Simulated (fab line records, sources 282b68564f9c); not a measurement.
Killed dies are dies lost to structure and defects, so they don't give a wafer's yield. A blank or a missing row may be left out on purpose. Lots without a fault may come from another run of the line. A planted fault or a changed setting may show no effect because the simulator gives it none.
A struck lot beside a sound one | flow rit_cmos | 43 steps out of a route of 202
Sound: wafers L229.2, L229.3, L229.5. Struck: wafer L235.2. (L235.4, L235.6 of the same lot were not struck and are left out.) The cause comes at the end.
At each step with rows: each side's tool, then ch and its chambers, then its first start. Under that, the readings that differ: sound wafers | struck wafers | difference of the means | sigmas: that difference in standard deviations of wafers without a fault.
alike: readings whose means differ by less than 2 such deviations, and words and numbers that are the same on both sides. not compared: withheld readings, readings that some wafer has no value for, bounds like >300 that may hide the same value, and numbers for which the record gives no deviation and whose values overlap.
The two part at a step that has a row with sigmas, a row that says differs or no value, or rows on one side only. Numbers that don't overlap but have no deviation are shown without sigmas and don't part them. A reading that every wafer of one side lacks parts them only if that side has two wafers or more.

RIT_ACTIVE_THK_MEAS_02:
  sound on film_metro-02, day 3 14:25; struck on film_metro-04, day 4 21:02
  alike: ACTIVE_OXIDE_THK
then, 1 step without rows for these wafers: RIT_ACTIVE_CVD_03 (deposits Si3N4 from SiH2Cl2/NH3, target thk 150 nm, time 1500 s).
RIT_ACTIVE_THK_MEAS_04:
  sound on film_metro-03, day 3 15:53; struck on film_metro-02, day 4 22:31
  alike: ACTIVE_NITRIDE_THK
then, 6 steps without rows for these wafers: RIT_ACTIVE_HMDS_05 (prime time 60 s); RIT_ACTIVE_COAT_06 (resist thk 1000 nm); RIT_ACTIVE_SOFTBAKE_07 (time 60 s); RIT_ACTIVE_EXPOSE_08 (exposes mask M1, target cd 1400 nm); RIT_ACTIVE_PEB_09; RIT_ACTIVE_DEVELOP_10 (develop time 50 s).
RIT_ACTIVE_CD_MEAS_11: target cd 1400 nm.
  sound on cd_sem-02, day 3 16:56; struck on cd_sem-01, day 4 23:29
  alike: cd_nm
then, 1 step without rows for these wafers: RIT_ACTIVE_HARDBAKE_12 (time 60 s).
RIT_ACTIVE_ETCH_13: etches Si3N4 in SF6, stops on SiO2, time 210 s, target depth 210 nm.
  sound on rie_diel-03 ch 0,2,3, day 3 17:11; struck on rie_diel-02 ch 3, day 4 23:44
  alike: drypump_motor_current_A, oes_product_au, throttle_valve_pct
  not compared: rf_hours_counter_h
RIT_ACTIVE_STRIP_14: strips in O2, time 180 s.
  sound on plasma_asher-03 ch 0,1, day 3 17:19; struck on plasma_asher-03 ch 0, day 4 23:52
  alike: drypump_motor_current_A
  not compared: rf_hours_counter_h
RIT_ACTIVE_CD_MEAS_90: target cd 1400 nm.
  sound on cd_sem-01, day 3 17:31; struck on cd_sem-01, day 5 00:04
  alike: cd_nm
then, 4 steps without rows for these wafers: RIT_ACTIVE_CLEAN_15 (cleans in SC1, time 600 s); RIT_ACTIVE_CLEAN_16 (cleans in dHF, time 30 s); RIT_ACTIVE_CLEAN_17 (cleans in SC2, time 600 s); RIT_FOX1_OXIDATION_00 (target thk 350.7 nm, ox time 1130 s).
RIT_FOX1_THK_MEAS_01:
  sound on film_metro-01, day 3 22:34; struck on film_metro-01, day 5 02:00
  alike: FOX1_OXIDE_THK
then, 2 steps without rows for these wafers: RIT_FOX1_WET_ETCH_02 (etches SiO2 in BOE, target depth 350 nm, time 401.2 s); RIT_FOX2_OXIDATION_00 (target thk 350.7 nm, ox time 1130 s).
RIT_FOX2_THK_MEAS_01:
  sound on film_metro-04, day 4 01:01; struck on film_metro-01, day 5 03:29
  alike: FOX2_OXIDE_THK
then, 2 steps without rows for these wafers: RIT_FOX2_CLEAN_02 (cleans in dHF, time 180 s); RIT_FOX2_WET_ETCH_03 (etches Si3N4 in H3PO4, target depth 195 nm, time 2700 s).
RIT_FOX2_THK_MEAS_90:
  sound on film_metro-02, day 4 01:58; struck on film_metro-04, day 5 04:22
  alike: FIELD_OXIDE_LEFT_1_THK
then, 6 steps without rows for these wafers: RIT_NWELL_HMDS_00 (prime time 60 s); RIT_NWELL_COAT_01 (resist thk 1300 nm); RIT_NWELL_SOFTBAKE_02 (time 60 s); RIT_NWELL_EXPOSE_03 (exposes mask M2, target cd 43900 nm); RIT_NWELL_PEB_04; RIT_NWELL_DEVELOP_05 (develop time 68 s).
RIT_NWELL_OVL_MEAS_06:
  sound on overlay-01, day 4 02:54; struck on overlay-02, day 5 05:19
  alike: NWELL_OVL
then, 2 steps without rows for these wafers: RIT_NWELL_HARDBAKE_07 (time 120 s); RIT_NWELL_IMPLANT_08.
RIT_NWELL_STRIP_09: strips in O2, time 180 s.
  sound on plasma_asher-01 ch 0,1, day 4 03:20; struck on plasma_asher-02 ch 1, day 5 05:44
  reading                     | sound       | struck | difference | sigmas
  drypump_motor_current_A (A) | 6.4 6.4 4.9 | 4.7    | -1.2       | -2
  not compared: rf_hours_counter_h
RIT_NWELL_TW_MEAS_10:
  sound on film_metro-01, day 4 03:31; struck on film_metro-03, day 5 05:55
  alike: NWELL_TW
then, 2 steps without rows for these wafers: RIT_PWELL_HMDS_00 (prime time 60 s); RIT_PWELL_COAT_01 (resist thk 1300 nm).
RIT_PWELL_SOFTBAKE_02: time 61.06 s.
  sound on litho_track-02 ch 0, day 4 04:02; struck on litho_track-02 ch 0, day 5 06:18
  alike: exhaust_pa, plate_sensor_t_centre_C, plate_sensor_t_edge_C
then, 3 steps without rows for these wafers: RIT_PWELL_EXPOSE_03 (exposes mask M3, target cd 43700 nm); RIT_PWELL_PEB_04; RIT_PWELL_DEVELOP_05 (develop time 68 s).
RIT_M1_PROBE_99:
  sound on prober-01, day 5 16:54; struck on prober-01, day 6 19:30
  reading             | sound  | struck | difference | sigmas
  killed_at_front_end | 11 1 3 | 15     | +10        | +3
  killed_dies         | 11 1 3 | 15     | +10        | +3
  killed_on_rim       | 1 0 0  | 8      | +8         | +5
  alike: killed_at_contacts, killed_open, killed_short

WHERE THEY PART
First at RIT_NWELL_STRIP_09; last, within this record, at RIT_M1_PROBE_99.

WHY: what the simulator had put in
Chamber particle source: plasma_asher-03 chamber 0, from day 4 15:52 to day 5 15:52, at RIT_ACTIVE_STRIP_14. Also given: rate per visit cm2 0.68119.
